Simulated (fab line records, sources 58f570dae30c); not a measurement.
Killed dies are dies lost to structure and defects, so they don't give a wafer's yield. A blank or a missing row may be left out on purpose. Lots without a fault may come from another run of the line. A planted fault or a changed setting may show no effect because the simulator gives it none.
Split-lot experiment | flow berkeley_cmos170 | 5 lots, 23 wafers read, on a route of 331 steps

THE SPLIT
At UCB170_SACOX_OXIDATION_01 (target thk 14.4 nm, ox time 2400 s), the setting temp_c was moved away from the recipe's 900 C on 15 of the 23 wafers read, by -1.3% to +3.0%. The other wafers ran this setting at the recipe's value.

The file shows no step between the split and the reading.

THE READING
SACOX_OXIDE_THK, in nm, at UCB170_SACOX_THK_MEAS_02. Fault-free wafers of this fab line usually give 14.22 nm, standard deviation 0.24 nm.

wafer  | tool, chamber at the split | temp_c as run, C | against the recipe | SACOX_OXIDE_THK, nm | against lot-mates on the recipe
L074.1 | -, -                       | 926.7            | +3.0%              | 18.11               | no lot-mate on the recipe
L074.2 | -, -                       | 926.7            | +3.0%              | 18.23               | no lot-mate on the recipe
L074.4 | -, -                       | 926.7            | +3.0%              | 18.47               | no lot-mate on the recipe
L074.5 | -, -                       | 926.7            | +3.0%              | 18.29               | no lot-mate on the recipe
L074.6 | -, -                       | 926.7            | +3.0%              | 18.14               | no lot-mate on the recipe
L075.1 | -, -                       | 888.7            | -1.3%              | 12.91               | no lot-mate on the recipe
L075.2 | -, -                       | 888.7            | -1.3%              | 13.00               | no lot-mate on the recipe
L075.4 | -, -                       | 888.7            | -1.3%              | 13.01               | no lot-mate on the recipe
L075.5 | -, -                       | 888.7            | -1.3%              | 12.84               | no lot-mate on the recipe
L075.6 | -, -                       | 888.7            | -1.3%              | 12.81               | no lot-mate on the recipe
L076.1 | -, -                       | 900              | recipe             | 14.48               | -
L076.2 | -, -                       | 900              | recipe             | 14.39               | -
L076.3 | -, -                       | 900              | recipe             | 14.41               | -
L076.4 | -, -                       | 900              | recipe             | 14.46               | -
L076.6 | -, -                       | 900              | recipe             | 14.24               | -
L077.2 | furnace-02, 0              | 900              | recipe             | 14.12               | -
L077.4 | furnace-02, 0              | 900              | recipe             | 14.55               | -
L077.6 | furnace-02, 0              | 900              | recipe             | 14.43               | -
L078.2 | -, -                       | 914.4            | +1.6%              | 16.68               | no lot-mate on the recipe
L078.3 | -, -                       | 914.4            | +1.6%              | 16.43               | no lot-mate on the recipe
L078.4 | -, -                       | 914.4            | +1.6%              | 16.49               | no lot-mate on the recipe
L078.5 | -, -                       | 914.4            | +1.6%              | 16.42               | no lot-mate on the recipe
L078.6 | -, -                       | 914.4            | +1.6%              | 16.77               | no lot-mate on the recipe

THE FIT
A straight line over all 23 wafers: SACOX_OXIDE_THK changes by +1.28 nm for each +1% of temp_c; r = +1.00; the points scatter about the line by 0.14 nm.
Too few moved wafers have a lot-mate on the recipe to fit a line with each lot's own level taken away.

THE WHOLE CHAIN: every reading that the file lists as answering this split, in the file's order
step                      | what it does                       | reading                                                                            | change (the file's fit)              | r (the file's)
UCB170_SACOX_OXIDATION_01 | target thk 14.4 nm, ox time 2400 s | SiO2_of_SACOX_OXIDATION_01.thk_nm (the simulator's own value, which no gauge read) | +1.28 nm for each +1% of the setting | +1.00
UCB170_SACOX_THK_MEAS_02  |                                    | SACOX_OXIDE_THK                                                                    | +1.28 for each +1% of the setting    | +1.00

THE FILE'S OWN FIT
SACOX_OXIDE_THK changes by +1.28 nm for each +1% of temp_c, r = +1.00.
